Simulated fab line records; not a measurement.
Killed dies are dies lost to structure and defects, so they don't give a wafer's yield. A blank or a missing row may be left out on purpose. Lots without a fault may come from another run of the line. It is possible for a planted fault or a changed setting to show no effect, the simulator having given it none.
A single fault, viewed from 2 desks + flow rit-cmos + every desk sees just its own numbers, and what lay behind them comes last

FROM THE METROLOGY DESK
Lot by lot, what the gauges showed, no matter which tool ran the lot: averages of those sampled wafers that carry a number. The brackets show how far a lot's mean lies from the usual mean; more than 4 standard deviations puts the lot out of limits, marked OUT.
Columns: A = ACTIVE_OXIDE_THK at RIT_ACTIVE_THK_MEAS_02, usual 47.0 nm
| lot  | first seen here | A               |
|------|-----------------|-----------------|
| L679 | day 1 17:03     | 45.5            |
| L680 | day 1 22:04     | 45.8            |
| L681 | day 2 03:04     | 45.5            |
| L682 | day 2 08:03     | 47.4            |
| L683 | day 2 14:02     | 45.6            |
| L684 | day 2 19:20     | 47.7            |
| L685 | day 3 00:01     | 46.9            |
| L687 | day 3 09:03     | 47.7            |
| L688 | day 3 14:03     | 46.5            |
| L691 | day 4 07:34     | 54.2 (+7.7) OUT |
| L692 | day 4 10:34     | 54.1 (+7.6) OUT |
| L695 | day 5 01:04     | 46.7            |
| L700 | day 6 02:04     | 46.8            |
| L701 | day 6 07:03     | 48.0            |
This desk finds L691, L692 out of limits, with the earliest case on L691 at day 4 07:34 (ACTIVE_OXIDE_THK at RIT_ACTIVE_THK_MEAS_02). Within limits: L679, L680, L681, L682, L683, L684, L685, L687, L688, L695, L700, L701.

FOR THE TOOL OWNER'S DESK: furnace-04
The tool's own readings at RIT_ACTIVE_OXIDATION_01 (target thk 46.8 nm, ox time 3360 s): means of the sampled wafers that have a number, for each lot that ran on this tool. The brackets show how far a lot's mean lies from the usual mean; more than 4 standard deviations puts the lot out of limits, marked OUT.
Columns: A = spike-tc-centre-C at RIT_ACTIVE_OXIDATION_01, usual 1003.3 C; B = spike-tc-load-C at RIT_ACTIVE_OXIDATION_01, usual 1029.9 C; C = spike-tc-source-C at RIT_ACTIVE_OXIDATION_01, usual 1023 C; D = tube-center-temp-C at RIT_ACTIVE_OXIDATION_01, usual 999.99 C; E = tube_center_temp_C_max at RIT_ACTIVE_OXIDATION_01, usual 1002.6; F = zone-power-load-pct at RIT_ACTIVE_OXIDATION_01, usual 34.4 %
| lot  | first seen here | A                | B      | C               | D                         | E                | F    |
|------|-----------------|------------------|--------|-----------------|---------------------------|------------------|------|
| L680 | day 1 20:07     | 1005.1           | 1024.7 | 1028            | 999.92                    | 1002.5           | 32.0 |
| L688 | day 3 12:07     | 1005.0           | 1025.6 | 1027            | 1000.02                   | 1002.7           | 32.5 |
| L691 | day 4 05:38     | 1020.7 (+11) OUT | 1041.1 | 1042 (+6.1) OUT | 1014.93 (+99 or more) OUT | 1017.4 (+34) OUT | 33.7 |
| L692 | day 4 08:38     | 1021.0 (+11) OUT | 1040.6 | 1043 (+6.5) OUT | 1014.87 (+99 or more) OUT | 1017.4 (+34) OUT | 33.6 |
This desk's finding: out of limits on L691, L692; first on L691, day 4 05:38 (spike-tc-centre-C at RIT_ACTIVE_OXIDATION_01). Within limits: L680, L688.

TAKEN TOGETHER
At day 4 05:38, on L691, L692, the tool owner's desk was in a position to raise an alarm.
On L691, L692, the metrology desk was in a position to raise an alarm at day 4 07:34.
The lots listed all ran RIT_ACTIVE_OXIDATION_01 on furnace-04.

WHAT THE SIMULATOR HAD INSERTED
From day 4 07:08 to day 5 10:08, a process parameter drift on furnace-04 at RIT_ACTIVE_OXIDATION_01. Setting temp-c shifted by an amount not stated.
Struck lots among those shown: L691, L692.
